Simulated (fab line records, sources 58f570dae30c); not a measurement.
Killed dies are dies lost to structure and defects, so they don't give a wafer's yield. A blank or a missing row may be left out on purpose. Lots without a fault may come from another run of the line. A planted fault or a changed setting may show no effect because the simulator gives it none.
Split-lot experiment | flow berkeley_cmos170 | 5 lots, 23 wafers read, on a route of 331 steps

THE SPLIT
At UCB170_V2_COAT_07 (resist thk 900 nm), the setting resist_thk_nm was moved away from the recipe's 900 nm on 8 of the 23 wafers read, by -4.7% to -2.1%. The other wafers ran this setting at the recipe's value.

FROM THE SPLIT TO THE READING: what the file shows between them, 2 steps
- UCB170_V2_SOFTBAKE_08: time 60 s
- UCB170_V2_EXPOSE_09: exposes mask VIA2, target cd 700 nm

THE READING
KrF_of_V2_COAT_07.thk_nm (the simulator's own value, which no gauge read), in nm, at UCB170_V2_ETCH_14 (etches SiO2 in CHF3/CF4/Ar, stops on Al, target depth 1250 nm, time 291 s). The file gives no usual value for it. The 15 wafers here that ran the recipe average 613.4 nm, standard deviation 5.6 nm.

wafer  | tool, chamber at the split | resist_thk_nm as run, nm | against the recipe | KrF_of_V2_COAT_07.thk_nm, nm | against lot-mates on the recipe
L075.1 | litho_track-01, 0          | 900                      | recipe             | 623.4                        | -
L075.3 | litho_track-01, 0          | 866.3                    | -3.7%              | 579.2                        | -35.6
L075.4 | litho_track-01, 0          | 900                      | recipe             | 606.2                        | -
L075.5 | litho_track-01, 0          | 866.3                    | -3.7%              | 576                          | -38.8
L075.6 | litho_track-01, 0          | 866.3                    | -3.7%              | 582.5                        | -32.3
L078.2 | litho_track-01, 0          | 900                      | recipe             | 622.5                        | -
L078.3 | litho_track-01, 0          | 900                      | recipe             | 606                          | -
L078.4 | litho_track-01, 0          | 900                      | recipe             | 611.9                        | -
L078.5 | litho_track-01, 0          | 857.5                    | -4.7%              | 565.8                        | -47.7
L078.6 | litho_track-01, 0          | 857.5                    | -4.7%              | 577.2                        | -36.3
L079.1 | litho_track-04, 0          | 900                      | recipe             | 619.5                        | -
L079.2 | litho_track-04, 0          | 900                      | recipe             | 614.2                        | -
L079.3 | litho_track-04, 0          | 900                      | recipe             | 619.3                        | -
L079.4 | litho_track-04, 0          | 900                      | recipe             | 613.2                        | -
L079.6 | litho_track-04, 0          | 900                      | recipe             | 609.5                        | -
L081.1 | litho_track-04, 0          | 900                      | recipe             | 614.9                        | -
L081.3 | litho_track-04, 0          | 881.2                    | -2.1%              | 584.3                        | -30.7
L081.4 | litho_track-04, 0          | 900                      | recipe             | 615.1                        | -
L081.5 | litho_track-04, 0          | 881.2                    | -2.1%              | 592.9                        | -22.1
L081.6 | litho_track-04, 0          | 881.2                    | -2.1%              | 594.3                        | -20.7
L084.1 | litho_track-04, 0          | 900                      | recipe             | 611.2                        | -
L084.2 | litho_track-04, 0          | 900                      | recipe             | 608.4                        | -
L084.5 | litho_track-04, 0          | 900                      | recipe             | 605.7                        | -

THE FIT
A straight line over all 23 wafers: KrF_of_V2_COAT_07.thk_nm changes by +9.16 nm for each +1% of resist_thk_nm; r = +0.95; the points scatter about the line by 5.6 nm.
The same after taking each lot's own level away (the mean of its wafers on the recipe; 23 wafers): +9.39 nm for each +1%; r = +0.95; scatter 5.3 nm.
On that fit, the largest move of resist_thk_nm shifts the reading by 44 nm.
The lots' own levels span 608.43 to 615.14 nm, that is 1.2 times the standard deviation above.
So the lot-to-lot level changes the slope little: the two slopes agree.
Check: with one of the wafers moved furthest among these (-4.7%) left out of the fit, the line predicts -44 nm for it against its lot-mates. It came out at -47.7 nm against them.

OTHER SPLITS ON THESE WAFERS
These wafers also went through other splits before the reading. Each is held against what the fit with the lots' levels taken away leaves over:
other split on the same wafers   | wafers away from the commonest value | r with KrF_of_V2_COAT_07.thk_nm (lot level and that fit taken away)
UCB170_CONTACT_PEB_13 peb_temp_c | 10                                   | +0.27
UCB170_CONTACT_ETCH_18 time_s    | 7                                    | +0.03

THE WHOLE CHAIN: every reading that the file lists as answering this split, in the file's order
step               | what it does                                                              | reading                                                                   | change (the file's fit)              | r (the file's)
UCB170_V2_COAT_07  | resist thk 900 nm                                                         | KrF_of_V2_COAT_07.thk_nm (the simulator's own value, which no gauge read) | +8.94 nm for each +1% of the setting | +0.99
UCB170_V2_ETCH_14  | etches SiO2 in CHF3/CF4/Ar, stops on Al, target depth 1250 nm, time 291 s | KrF_of_V2_COAT_07.thk_nm (the simulator's own value, which no gauge read) | +9.4 nm for each +1% of the setting  | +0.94
UCB170_V2_STRIP_15 | strips in O2                                                              | strip_time_to_endpoint_s                                                  | withheld for each +1% of the setting | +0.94

THE FILE'S OWN FIT
KrF_of_V2_COAT_07.thk_nm changes by +9.4 nm for each +1% of resist_thk_nm, r = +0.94.
